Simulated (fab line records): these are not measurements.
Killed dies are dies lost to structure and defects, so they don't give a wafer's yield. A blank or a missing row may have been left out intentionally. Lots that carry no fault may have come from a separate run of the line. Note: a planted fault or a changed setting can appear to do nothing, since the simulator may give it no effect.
The tool behind it: which one? | flow berkeleyCmos170 | 36 wafers sampled from 12 lots at 1 step of a route of 331

WHAT THE GAUGES SHOWED, per wafer
UCB170_CONTACT_THK_MEAS_02.
lot  | measured     | on           | CONTACT_PSG_THK (nm)
L076 | day 7 11:30  | filmMetro-01 | 692 690 689
L079 | day 8 05:34  | filmMetro-01 | 706 706 708
L078 | day 8 05:35  | filmMetro-02 | 708 708 710
L081 | day 8 05:39  | filmMetro-03 | 702 703 699
L086 | day 9 06:43  | filmMetro-01 | 707 706 705
L085 | day 9 08:29  | filmMetro-03 | 700 699 698
L087 | day 9 15:24  | filmMetro-02 | 694 690 691
L089 | day 9 21:58  | filmMetro-01 | 691 686 690
L094 | day 10 14:40 | filmMetro-01 | 697 683 693
L090 | day 10 16:28 | filmMetro-01 | 694 695 698
L095 | day 11 01:24 | filmMetro-02 | 700 696 700
L097 | day 11 17:10 | filmMetro-01 | 700 707 693

WHAT TOOL EACH LOT RAN ON (gives the tool, then ch and the chambers of the sampled wafers, and finally the start)
Before these readings, the record contains no process step.

THE ANSWER, worked out from the rows above alone
Rule: what is usual is taken from the lots themselves. Put in order of their means at a reading, lots are off if they are a third of the lots or fewer, leave a main group of 4 or more, and stand apart from it by a gap of 3 or more times the standard deviation of the main group's means; of several such gaps the widest counts. A main group is skipped when, at the precision printed for the reading in the tables above, its means are all equal. A lot without any number at a reading at which 4 lots or more have one is off too. The other lots that the step has rows for count as sound.
No lot is off on any of the readings shown, so nothing can be concluded from this.

WHAT THE SIMULATOR HAD INSERTED
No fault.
